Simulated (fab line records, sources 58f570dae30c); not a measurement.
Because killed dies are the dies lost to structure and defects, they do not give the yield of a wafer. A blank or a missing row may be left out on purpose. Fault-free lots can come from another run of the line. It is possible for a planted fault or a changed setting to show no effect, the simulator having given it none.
fab line records / flow berkeley-cmos170 / part 2 of 2: steps 30 to 42 of 42
[record] lots = 5 wafers = 15 last-day = 12
route steps=331 shown M1@243 V1@254 M2@271
lots untouched by any fault: they come from a run of this same line in which no faults occurred
start-h: the number of hours between the record's first day and the start of the first shown wafer of the lot / wait-h: hours elapsed since this lot's preceding step / " repeats the value in the row above / L1.1+2: a single row standing in for several wafers / - no value, or no start was given / * or withheld: withheld / < > ~ a bound
route shown NAME@n: names a module that has steps shown in the file, with the first one's number in the route / usual: mean/standard deviation taken from wafers without a fault / same: alike in all rows / chamber/n: place in a boat / sites: per-site readings / _std_site: how widely they spread, as a standard deviation / _edge_site: the outer-site mean with the inner-site mean subtracted / radius-mm: for every site, how far away it sits from the centre of the wafer / mask NAME#n: copy n / behind: the tool/chamber that last shaped the wafer / hold: cause of the lot's hold/its duration in hours/its outcome / device: names the non-switching transistor (n, p or np) / end of line: tests of these same wafers at the route's end / a step with no rows: only its recipe / killed: dies that structure and defects cost at the first sort, which is not the same as the wafer's yield / map: shows each die of a wafer: x if killed, . if not, _ if none is there
set.NAME: the setting as run; set.NAME@STEP: as run at that earlier step / model.NAME: the simulator's own value behind a step, which no gauge read
a table for each step, a row for each wafer; lots at some steps of the route
services: the hour from which a tool's chamber was out of use, counted from the record's first day as start-h (under 0 if before that day), plus the number of hours and why
[[steps]]
[step UCB170_M2_SPUTTER_01]
[recipe] material = Al target-thk-nm = 900 time-s = 120 power-w = 6000 chamber-pressure-pa = 0.5
[usual] cathode-dc-power-W = 6000.0/1 throttle-valve-pct = 30.8/1.1
lot.wafer=L076.1 tool=pvd-sputter-04 chamber=- start-h=183.24 wait-h=0.0 cathode-dc-power-W=6000.9 throttle-valve-pct=32.4
lot.wafer=L076.3 tool=pvd-sputter-04 chamber=- start-h=183.24 wait-h=0.0 cathode-dc-power-W=5997.6 throttle-valve-pct=31.7
lot.wafer=L076.5 tool=pvd-sputter-04 chamber=- start-h=183.24 wait-h=0.0 cathode-dc-power-W=6001.7 throttle-valve-pct=28.8
lot.wafer=L081.2 tool=pvd-sputter-01 chamber=- start-h=204.47 wait-h=0.0 cathode-dc-power-W=6001.3 throttle-valve-pct=29.3
lot.wafer=L081.4 tool=pvd-sputter-01 chamber=- start-h=204.47 wait-h=0.0 cathode-dc-power-W=5999.6 throttle-valve-pct=30.6
lot.wafer=L081.6 tool=pvd-sputter-01 chamber=- start-h=204.47 wait-h=0.0 cathode-dc-power-W=5998.9 throttle-valve-pct=31.9
lot.wafer=L083.2 tool=pvd-sputter-01 chamber=- start-h=228.50 wait-h=0.0 cathode-dc-power-W=6000.3 throttle-valve-pct=30.5
lot.wafer=L083.3 tool=pvd-sputter-01 chamber=- start-h=228.50 wait-h=0.0 cathode-dc-power-W=5999.5 throttle-valve-pct=32.0
lot.wafer=L083.6 tool=pvd-sputter-01 chamber=- start-h=228.50 wait-h=0.0 cathode-dc-power-W=6000.3 throttle-valve-pct=29.6
lot.wafer=L090.1 tool=pvd-sputter-02 chamber=- start-h=249.90 wait-h=0.0 cathode-dc-power-W=6000.3 throttle-valve-pct=30.9
lot.wafer=L090.3 tool=pvd-sputter-02 chamber=- start-h=249.90 wait-h=0.0 cathode-dc-power-W=6001.4 throttle-valve-pct=31.4
lot.wafer=L090.4 tool=pvd-sputter-02 chamber=- start-h=249.90 wait-h=0.0 cathode-dc-power-W=5999.8 throttle-valve-pct=30.3
lot.wafer=L097.2 tool=pvd-sputter-01 chamber=- start-h=286.99 wait-h=0.0 cathode-dc-power-W=5998.8 throttle-valve-pct=31.9
lot.wafer=L097.3 tool=pvd-sputter-01 chamber=- start-h=286.99 wait-h=0.0 cathode-dc-power-W=6001.3 throttle-valve-pct=31.9
lot.wafer=L097.5 tool=pvd-sputter-01 chamber=- start-h=286.99 wait-h=0.0 cathode-dc-power-W=6001.6 throttle-valve-pct=31.7
[step UCB170_M2_RS_MEAS_02]
[recipe] thk-meas-gauge = four-point-probe reads = Al_of_M2_SPUTTER_01
[usual] M2_AL_RS = 0.0323/0.00039
lot.wafer=L076.1 tool=film-metro-04 chamber=- start-h=183.33 wait-h=0.0 M2_AL_RS[ohm/sq]=0.0321
lot.wafer=L076.3 tool=film-metro-04 chamber=- start-h=183.33 wait-h=0.0 M2_AL_RS[ohm/sq]=0.0317
lot.wafer=L076.5 tool=film-metro-04 chamber=- start-h=183.33 wait-h=0.0 M2_AL_RS[ohm/sq]=0.0320
lot.wafer=L081.2 tool=film-metro-01 chamber=- start-h=204.58 wait-h=0.1 M2_AL_RS[ohm/sq]=0.0322
lot.wafer=L081.4 tool=film-metro-01 chamber=- start-h=204.58 wait-h=0.1 M2_AL_RS[ohm/sq]=0.0323
lot.wafer=L081.6 tool=film-metro-01 chamber=- start-h=204.58 wait-h=0.1 M2_AL_RS[ohm/sq]=0.0324
lot.wafer=L083.2 tool=film-metro-03 chamber=- start-h=228.70 wait-h=0.2 M2_AL_RS[ohm/sq]=0.0327
lot.wafer=L083.3 tool=film-metro-03 chamber=- start-h=228.70 wait-h=0.2 M2_AL_RS[ohm/sq]=0.0324
lot.wafer=L083.6 tool=film-metro-03 chamber=- start-h=228.70 wait-h=0.2 M2_AL_RS[ohm/sq]=0.0327
lot.wafer=L090.1 tool=film-metro-01 chamber=- start-h=249.99 wait-h=0.0 M2_AL_RS[ohm/sq]=0.0313
lot.wafer=L090.3 tool=film-metro-01 chamber=- start-h=249.99 wait-h=0.0 M2_AL_RS[ohm/sq]=0.0317
lot.wafer=L090.4 tool=film-metro-01 chamber=- start-h=249.99 wait-h=0.0 M2_AL_RS[ohm/sq]=0.0315
lot.wafer=L097.2 tool=film-metro-01 chamber=- start-h=287.10 wait-h=0.1 M2_AL_RS[ohm/sq]=0.0327
lot.wafer=L097.3 tool=film-metro-01 chamber=- start-h=287.10 wait-h=0.1 M2_AL_RS[ohm/sq]=0.0326
lot.wafer=L097.5 tool=film-metro-01 chamber=- start-h=287.10 wait-h=0.1 M2_AL_RS[ohm/sq]=0.0324
[step UCB170_M2_THK_MEAS_03]
[recipe] thk-meas-gauge = xrf reads = Al_of_M2_SPUTTER_01
[usual] M2_AL_THK = 897/11
lot.wafer=L076.1 tool=film-metro-04 chamber=- start-h=183.45 wait-h=0.1 M2_AL_THK[nm]=904
lot.wafer=L076.3 tool=film-metro-04 chamber=- start-h=183.45 wait-h=0.1 M2_AL_THK[nm]=913
lot.wafer=L076.5 tool=film-metro-04 chamber=- start-h=183.45 wait-h=0.1 M2_AL_THK[nm]=899
lot.wafer=L081.2 tool=film-metro-01 chamber=- start-h=204.69 wait-h=0.1 M2_AL_THK[nm]=892
lot.wafer=L081.4 tool=film-metro-01 chamber=- start-h=204.69 wait-h=0.1 M2_AL_THK[nm]=886
lot.wafer=L081.6 tool=film-metro-01 chamber=- start-h=204.69 wait-h=0.1 M2_AL_THK[nm]=886
lot.wafer=L083.2 tool=film-metro-03 chamber=- start-h=228.81 wait-h=0.1 M2_AL_THK[nm]=888
lot.wafer=L083.3 tool=film-metro-03 chamber=- start-h=228.81 wait-h=0.1 M2_AL_THK[nm]=899
lot.wafer=L083.6 tool=film-metro-03 chamber=- start-h=228.81 wait-h=0.1 M2_AL_THK[nm]=895
lot.wafer=L090.1 tool=film-metro-01 chamber=- start-h=250.11 wait-h=0.1 M2_AL_THK[nm]=921
lot.wafer=L090.3 tool=film-metro-01 chamber=- start-h=250.11 wait-h=0.1 M2_AL_THK[nm]=919
lot.wafer=L090.4 tool=film-metro-01 chamber=- start-h=250.11 wait-h=0.1 M2_AL_THK[nm]=917
lot.wafer=L097.2 tool=film-metro-01 chamber=- start-h=287.21 wait-h=0.1 M2_AL_THK[nm]=883
lot.wafer=L097.3 tool=film-metro-01 chamber=- start-h=287.21 wait-h=0.1 M2_AL_THK[nm]=882
lot.wafer=L097.5 tool=film-metro-01 chamber=- start-h=287.21 wait-h=0.1 M2_AL_THK[nm]=887
[step UCB170_M2_HMDS_04]
[recipe] prime-time-s = 60 prime-temp-c = 100
lot.wafer=L076.1+3+5 tool=litho-track-01 chamber=0 start-h=183.51 wait-h=0.1
lot.wafer=L081.2+4+6 tool=litho-track-02 chamber=0 start-h=204.76 wait-h=0.1
lot.wafer=L083.2+3+6 tool=litho-track-02 chamber=0 start-h=228.88 wait-h=0.1
lot.wafer=L090.1+3+4 tool=litho-track-04 chamber=0 start-h=250.42 wait-h=0.3
lot.wafer=L097.2+3+5 tool=litho-track-01 chamber=0 start-h=287.42 wait-h=0.2
[step UCB170_M2_COAT_05]
[recipe] resist = KrF spin-rpm = 1500 resist-thk-nm = 900
lot.wafer=L076.1+3+5 tool=litho-track-01 chamber=0 start-h=183.66 wait-h=0.1
lot.wafer=L081.2+4+6 tool=litho-track-02 chamber=0 start-h=204.91 wait-h=0.1
lot.wafer=L083.2+3+6 tool=litho-track-02 chamber=0 start-h=229.03 wait-h=0.1
lot.wafer=L090.1+3+4 tool=litho-track-04 chamber=0 start-h=250.57 wait-h=0.1
lot.wafer=L097.2+3+5 tool=litho-track-01 chamber=0 start-h=287.57 wait-h=0.1
[step UCB170_M2_SOFTBAKE_06]
[recipe] resist = KrF temp-c = 130 time-s = 60
lot.wafer=L076.1+3+5 tool=litho-track-01 chamber=0 start-h=183.81 wait-h=0.1
lot.wafer=L081.2+4+6 tool=litho-track-02 chamber=0 start-h=205.06 wait-h=0.1
lot.wafer=L083.2+3+6 tool=litho-track-02 chamber=0 start-h=229.18 wait-h=0.1
lot.wafer=L090.1+3+4 tool=litho-track-04 chamber=0 start-h=250.72 wait-h=0.1
lot.wafer=L097.2+3+5 tool=litho-track-01 chamber=0 start-h=287.72 wait-h=0.1
[step UCB170_M2_STRIP_07]
[recipe] chemistry = O2 power-w = 400 pressure-mtorr = 3500 platen-temp-c = withheld o2-flow-sccm = 400 overash-fraction = 0.5
[usual] chamber-pressure-mTorr = 3499/3.1 drypump-motor-current-A = 5.3/0.43 oes-product-au = 0.734/0.0047 strip-time-to-endpoint-s = 21.96/0.055
lot.wafer=L076.1 tool=plasma-asher-01 chamber=1 start-h=183.96 wait-h=0.1 chamber-pressure-mTorr=3498 drypump-motor-current-A=5.3 oes-product-au=0.735 rf-hours-counter-h=7 strip-time-to-endpoint-s=22.00
lot.wafer=L076.3 tool=plasma-asher-01 chamber=1 start-h=183.96 wait-h=0.1 chamber-pressure-mTorr=3500 drypump-motor-current-A=5.3 oes-product-au=0.733 rf-hours-counter-h=- strip-time-to-endpoint-s=22.01
lot.wafer=L076.5 tool=plasma-asher-01 chamber=0 start-h=183.96 wait-h=0.1 chamber-pressure-mTorr=3493 drypump-motor-current-A=5.9 oes-product-au=0.737 rf-hours-counter-h=- strip-time-to-endpoint-s=21.95
lot.wafer=L081.2 tool=plasma-asher-03 chamber=0 start-h=205.19 wait-h=0.1 chamber-pressure-mTorr=3498 drypump-motor-current-A=4.8 oes-product-au=0.734 rf-hours-counter-h=42 strip-time-to-endpoint-s=21.98
lot.wafer=L081.4 tool=plasma-asher-03 chamber=1 start-h=205.19 wait-h=0.1 chamber-pressure-mTorr=3498 drypump-motor-current-A=4.9 oes-product-au=0.734 rf-hours-counter-h=- strip-time-to-endpoint-s=21.98
lot.wafer=L081.6 tool=plasma-asher-03 chamber=0 start-h=205.19 wait-h=0.1 chamber-pressure-mTorr=3496 drypump-motor-current-A=4.9 oes-product-au=0.730 rf-hours-counter-h=- strip-time-to-endpoint-s=21.98
lot.wafer=L083.2 tool=plasma-asher-03 chamber=0 start-h=229.31 wait-h=0.1 chamber-pressure-mTorr=3502 drypump-motor-current-A=4.8 oes-product-au=0.733 rf-hours-counter-h=45 strip-time-to-endpoint-s=22.03
lot.wafer=L083.3 tool=plasma-asher-03 chamber=0 start-h=229.31 wait-h=0.1 chamber-pressure-mTorr=3497 drypump-motor-current-A=4.9 oes-product-au=0.730 rf-hours-counter-h=- strip-time-to-endpoint-s=22.02
lot.wafer=L083.6 tool=plasma-asher-03 chamber=1 start-h=229.31 wait-h=0.1 chamber-pressure-mTorr=3497 drypump-motor-current-A=5.0 oes-product-au=0.736 rf-hours-counter-h=- strip-time-to-endpoint-s=21.95
lot.wafer=L090.1 tool=plasma-asher-01 chamber=1 start-h=250.87 wait-h=0.1 chamber-pressure-mTorr=3502 drypump-motor-current-A=5.3 oes-product-au=0.730 rf-hours-counter-h=15 strip-time-to-endpoint-s=21.87
lot.wafer=L090.3 tool=plasma-asher-01 chamber=1 start-h=250.87 wait-h=0.1 chamber-pressure-mTorr=3500 drypump-motor-current-A=5.3 oes-product-au=0.728 rf-hours-counter-h=- strip-time-to-endpoint-s=21.92
lot.wafer=L090.4 tool=plasma-asher-01 chamber=0 start-h=250.87 wait-h=0.1 chamber-pressure-mTorr=3500 drypump-motor-current-A=5.9 oes-product-au=0.737 rf-hours-counter-h=- strip-time-to-endpoint-s=21.89
lot.wafer=L097.2 tool=plasma-asher-01 chamber=1 start-h=287.84 wait-h=0.1 chamber-pressure-mTorr=3498 drypump-motor-current-A=5.3 oes-product-au=0.738 rf-hours-counter-h=21 strip-time-to-endpoint-s=21.97
lot.wafer=L097.3 tool=plasma-asher-01 chamber=1 start-h=287.84 wait-h=0.1 chamber-pressure-mTorr=3496 drypump-motor-current-A=5.3 oes-product-au=0.745 rf-hours-counter-h=- strip-time-to-endpoint-s=21.99
lot.wafer=L097.5 tool=plasma-asher-01 chamber=1 start-h=287.84 wait-h=0.1 chamber-pressure-mTorr=3497 drypump-motor-current-A=5.3 oes-product-au=0.738 rf-hours-counter-h=- strip-time-to-endpoint-s=22.05
[step UCB170_M2_STRIP_08]
[recipe] chemistry = DMSO temp-c = 80 time-s = 600 material = KrF
lot.wafer=L076.1+3+5 tool=wet-bench-03 chamber=2 start-h=184.06 wait-h=0.1
lot.wafer=L081.2+4+6 tool=wet-bench-01 chamber=1 start-h=205.29 wait-h=0.1
lot.wafer=L083.2+3+6 tool=wet-bench-02 chamber=1 start-h=229.41 wait-h=0.1
lot.wafer=L090.1+3+4 tool=wet-bench-01 chamber=0 start-h=251.03 wait-h=0.1
lot.wafer=L097.2+3+5 tool=wet-bench-03 chamber=1 start-h=287.94 wait-h=0.1
[step UCB170_M2_COAT_09]
[recipe] resist = BARC temp-c = withheld time-s = withheld spin-rpm = 3000 resist-thk-nm = withheld
lot.wafer=L076.1+3+5 tool=litho-track-02 chamber=0 start-h=184.23 wait-h=0.0
lot.wafer=L081.2+4+6 tool=litho-track-01 chamber=0 start-h=205.49 wait-h=0.0
lot.wafer=L083.2+3+6 tool=litho-track-01 chamber=0 start-h=229.78 wait-h=0.2
lot.wafer=L090.1+3+4 tool=litho-track-01 chamber=0 start-h=251.36 wait-h=0.2
lot.wafer=L097.2+3+5 tool=litho-track-02 chamber=0 start-h=288.18 wait-h=0.1
[step UCB170_M2_COAT_10]
[recipe] resist = KrF spin-rpm = 1500 resist-thk-nm = 900
lot.wafer=L076.1+3+5 tool=litho-track-02 chamber=0 start-h=- wait-h=-
lot.wafer=L081.2+4+6 tool=litho-track-01 chamber=0 start-h=- wait-h=-
lot.wafer=L083.2+3+6 tool=litho-track-01 chamber=0 start-h=- wait-h=-
lot.wafer=L090.1+3+4 tool=litho-track-01 chamber=0 start-h=- wait-h=-
lot.wafer=L097.2+3+5 tool=litho-track-02 chamber=0 start-h=- wait-h=-
[step UCB170_M2_SOFTBAKE_11]
[recipe] resist = KrF temp-c = 130 time-s = 60
lot.wafer=L076.1+3+5 tool=litho-track-02 chamber=0 start-h=- wait-h=-
lot.wafer=L081.2+4+6 tool=litho-track-01 chamber=0 start-h=- wait-h=-
lot.wafer=L083.2+3+6 tool=litho-track-01 chamber=0 start-h=- wait-h=-
lot.wafer=L090.1+3+4 tool=litho-track-01 chamber=0 start-h=- wait-h=-
lot.wafer=L097.2+3+5 tool=litho-track-02 chamber=0 start-h=- wait-h=-
[step UCB170_M2_EXPOSE_12]
[recipe] mask-id = METAL2 target-cd-nm = 700 na = 0.5 sigma-outer = 0.6 source-shape = conventional dose-mj = 26
[same] sigma-outer = 0.6
lot.wafer=L076.1+3+5 tool=krf-scanner-02 chamber=0 start-h=184.81 wait-h=- mask=METAL2#0
lot.wafer=L081.2+4+6 tool=krf-scanner-02 chamber=0 start-h=206.06 wait-h=- mask=METAL2#0
lot.wafer=L083.2+3+6 tool=krf-scanner-02 chamber=0 start-h=230.35 wait-h=- mask=METAL2#0
lot.wafer=L090.1+3+4 tool=krf-scanner-01 chamber=0 start-h=251.81 wait-h=- mask=METAL2#0
lot.wafer=L097.2+3+5 tool=krf-scanner-01 chamber=0 start-h=288.75 wait-h=- mask=METAL2#0
[step UCB170_M2_PEB_13]
[recipe] peb-temp-c = 130 peb-time-s = withheld resist = KrF
lot.wafer=L076.1+3+5 tool=litho-track-01 chamber=0 start-h=184.92 wait-h=0.1
lot.wafer=L081.2+4+6 tool=litho-track-02 chamber=0 start-h=206.18 wait-h=0.1
lot.wafer=L083.2+3+6 tool=litho-track-02 chamber=0 start-h=230.47 wait-h=0.1
lot.wafer=L090.1+3+4 tool=litho-track-02 chamber=0 start-h=251.92 wait-h=0.1
lot.wafer=L097.2+3+5 tool=litho-track-04 chamber=0 start-h=289.06 wait-h=0.3
[[services]]
tool=krf-scanner-01 chamber=- start-h=156.08 hours=0.8 kind=pm
tool=rie-diel-02 chamber=1 start-h=156.20 hours=10.3 kind=repair
tool=pecvd-02 chamber=0 start-h=157.77 hours=3.5 kind=repair
tool=pecvd-03 chamber=- start-h=184.54 hours=2.8 kind=pm
tool=cmp-01 chamber=- start-h=186.98 hours=0.3 kind=repair
tool=krf-scanner-02 chamber=- start-h=189.25 hours=4.4 kind=pm
tool=pecvd-03 chamber=- start-h=192.63 hours=1.0 kind=repair
tool=krf-scanner-02 chamber=- start-h=193.63 hours=0.8 kind=pm
tool=krf-scanner-01 chamber=- start-h=195.92 hours=1.3 kind=pm
tool=krf-scanner-01 chamber=- start-h=198.58 hours=1.0 kind=pm
tool=rie-diel-04 chamber=3 start-h=204.64 hours=27.2 kind=repair
tool=krf-scanner-02 chamber=- start-h=206.76 hours=4.0 kind=pm
tool=krf-scanner-02 chamber=- start-h=216.80 hours=1.0 kind=pm
tool=pvd-sputter-01 chamber=- start-h=223.22 hours=3.2 kind=repair
tool=rie-metal-02 chamber=- start-h=228.43 hours=0.4 kind=repair
tool=wet-bench-01 chamber=- start-h=231.19 hours=3.4 kind=repair
tool=cmp-01 chamber=- start-h=232.00 hours=4.0 kind=pm
tool=plasma-asher-01 chamber=- start-h=234.27 hours=2.3 kind=repair
tool=pecvd-03 chamber=- start-h=242.50 hours=14.0 kind=pm
tool=rie-metal-02 chamber=- start-h=253.77 hours=2.8 kind=pm
tool=plasma-asher-03 chamber=- start-h=261.27 hours=34.0 kind=repair
tool=rie-diel-04 chamber=0 start-h=261.47 hours=2.5 kind=repair
tool=rie-metal-02 chamber=- start-h=271.62 hours=2.6 kind=repair
tool=plasma-asher-03 chamber=- start-h=284.35 hours=4.9 kind=repair
